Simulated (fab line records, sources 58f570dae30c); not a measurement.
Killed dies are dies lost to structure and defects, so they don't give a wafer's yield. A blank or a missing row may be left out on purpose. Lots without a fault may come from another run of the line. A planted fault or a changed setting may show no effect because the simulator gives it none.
Problem report in the 8D (eight disciplines) form, filled by code | flow berkeley_cmos170 | the parts of the form that need people (team, actions taken, sign-off) are left out

1. THE PROBLEM
V2_TEOS_THK at UCB170_V2_THK_MEAS_01 reads a mean of 2854 nm on 6 wafers of 2 lots; wafers without a fault read 2003 nm with a standard deviation of 25. That is +34 standard deviations from the usual mean.
First seen on wafer L180.1, day 10 20:56, on film_metro-03. The record holds 42 wafers of 14 lots with a number at this step. Rule for "out", or "out of limits": more than 4 standard deviations from the usual mean. The other wafers with a number count as sound.

2. WHAT IT IS AND WHAT IT IS NOT
question                    | is                     | is not
which readings at this step | V2_TEOS_THK            | -
which lots                  | L178, L180             | L165, L166, L167, L168, L169, L170, L172, L173, L174, L185, L186, L187
which wafers of those lots  | all that have a number | -
read on which gauges        | film_metro-03          | film_metro-02, film_metro-04
when                        | from day 10 20:56      | up to then (27 sound wafers); but 9 sound wafers of L185, L186, L187 came after

3. SUSPECTS, AND WHAT RULES EACH OUT
Counting: a tool at a process step up to the reading stays a suspect if it ran every lot that is out and no sound lot after the first of them.
- the gauge at UCB170_V2_THK_MEAS_01: kept. All the wafers that are out were read on film_metro-03, and no step on other tools shows them out.
- pecvd-01 at UCB170_V2_CVD_00 (deposits SiO2 from TEOS/O2, target thk 2000 nm, time 250 s): kept. It ran every lot that is out, first L180 (day 10 20:47), and no sound lot after that; its last sound lot up to then is L174 (day 9 17:50).
Left after counting: pecvd-01 at UCB170_V2_CVD_00, film_metro-03 at UCB170_V2_THK_MEAS_01.

4. THE CAUSE (what the simulator had put in)
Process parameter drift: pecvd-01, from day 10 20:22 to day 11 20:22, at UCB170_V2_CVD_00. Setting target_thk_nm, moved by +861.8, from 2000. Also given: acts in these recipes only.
Counting left 2 suspects, and this tool is among them.

5. THE CHAIN OF EFFECTS, in route order
Each row: a reading whose mean over the struck wafers that have a number lies more than 3 standard deviations from the usual. Only readings for which the record gives a usual standard deviation are gone through. hours: the time from each lot's start at the first step in this table that gives one to its start at this step, as a median over the lots. sigmas: the change in usual standard deviations.
hours | step                  | reading     | usual   | on struck wafers | change | sigmas
0     | UCB170_V2_THK_MEAS_01 | V2_TEOS_THK | 2003 nm | 2854             | +851   | +34

6. WHAT WOULD HAVE CAUGHT IT SOONER
In this record the first reading out of limits at a measuring or inspecting step was taken at day 10 20:56, 1 hour after the fault began at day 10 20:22.
Of the tool readings at UCB170_V2_CVD_00 for which the record gives a usual standard deviation, none was out on any struck wafer, so an alarm limit of 4 standard deviations on them would not have fired.
Of the lots that are out (2), L178 began UCB170_V2_CVD_00 on pecvd-01 after day 10 20:56. A hold on the tool at that time would have spared it.
